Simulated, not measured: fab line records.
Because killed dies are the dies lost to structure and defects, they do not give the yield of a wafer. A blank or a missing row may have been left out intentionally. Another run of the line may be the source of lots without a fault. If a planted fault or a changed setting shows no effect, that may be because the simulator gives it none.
2 desks, one fault	flow rit-cmos	every desk sees just its own numbers, and what lay behind them comes last

== AT THE METROLOGY DESK ==
Means of the sampled wafers that have a number, per lot and without regard to the tool the lot ran on: this is what the gauges read. Any lot whose mean is over 4 standard deviations away from the usual mean is out of limits and marked OUT; that distance is given in the brackets.
Columns: A = PWELL_OVL at RIT_PWELL_OVL_MEAS_06, usual 0.1 nm; B = cd-nm at RIT_GATE_CD_MEAS_16, usual 149.8 nm
lot	first seen here	A	B
L578	day 1 23:47	-1.4	150.9
L579	day 2 04:00	1.9	151.0
L580	day 2 09:54	0.5	150.5
L582	day 2 19:26	-0.5	155.1
L583	day 3 00:11	1.4	152.4
L584	day 3 05:30	-0.7	147.2
L587	day 4 00:23	-0.9	151.5
L588	day 4 03:07	0.6	149.0
L589	day 4 06:07	-0.5	150.4
L590	day 4 11:44	-0.2	147.5
L591	day 4 16:34	-0.5	148.6
L594	day 5 07:40	2.2	266.4 (+51) OUT
L595	day 5 12:38	1.0	240.2 (+39) OUT
L598	day 6 03:48	-0.2	146.7
L600	day 6 14:14	-1.2	219.3 (+30) OUT
This desk finds L594, L595, L600 out of limits, L594 being first, at day 5 23:34 (cd-nm at RIT_GATE_CD_MEAS_16). L578, L579, L580, L582, L583, L584, L587, L588, L589, L590, L591, L598: within limits.

== DESK OF THE TOOL OWNER: iline-stepper-02 ==
The tool's own readings at RIT_GATE_EXPOSE_13 (exposes mask M6, target cd 150 nm): means of the sampled wafers that have a number, for each lot that ran on this tool. Any lot whose mean is over 4 standard deviations away from the usual mean is out of limits and marked OUT; that distance is given in the brackets.
Columns: A = exposure-dose-mJ-cm2 at RIT_GATE_EXPOSE_13, usual 379.9; B = reticle-temp-C at RIT_GATE_EXPOSE_13, usual 23.00 C; C = stage-vel-mm-s at RIT_GATE_EXPOSE_13, usual 499.95 mm/s
lot	first seen here	A	B	C
L578	day 2 16:31	379.8	23.04	500.10
L579	day 2 18:08	379.5	23.03	499.86
L580	day 3 03:35	379.9	22.94	499.56
L582	day 3 10:10	379.1	23.00	499.80
L584	day 3 19:50	379.8	22.94	500.22
L587	day 4 15:00	379.9	22.99	500.00
L588	day 4 17:37	379.5	23.00	499.73
L589	day 4 19:38	379.8	23.09	499.88
L594	day 5 23:10	302.8 (-99 or more) OUT	22.98	499.89
L595	day 6 03:32	318.3 (-99 or more) OUT	23.02	500.04
L600	day 7 05:56	330.6 (-99 or more) OUT	22.95	500.01
This desk finds L594, L595, L600 out of limits, L594 being first, at day 5 23:10 (exposure-dose-mJ-cm2 at RIT_GATE_EXPOSE_13). L578, L579, L580, L582, L584, L587, L588, L589: within limits.

== PUT TOGETHER ==
The tool owner's desk could have raised an alarm at day 5 23:10, on L594, L595, L600.
An alarm was possible from the metrology desk at day 5 23:34, on L594, L595, L600.
Of the lots named, all ran RIT_GATE_EXPOSE_13 on iline-stepper-02.

== WHAT THE SIMULATOR HAD PUT IN ==
Process parameters drifting: iline-stepper-02 at RIT_GATE_EXPOSE_13, beginning at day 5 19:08. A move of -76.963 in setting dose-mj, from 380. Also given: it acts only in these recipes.
Lots struck among those shown: L594, L595, L600.
Counting hours from when the fault started, the first reading out of limits came at 4 for the tool owner's desk and at 4 for the metrology desk.
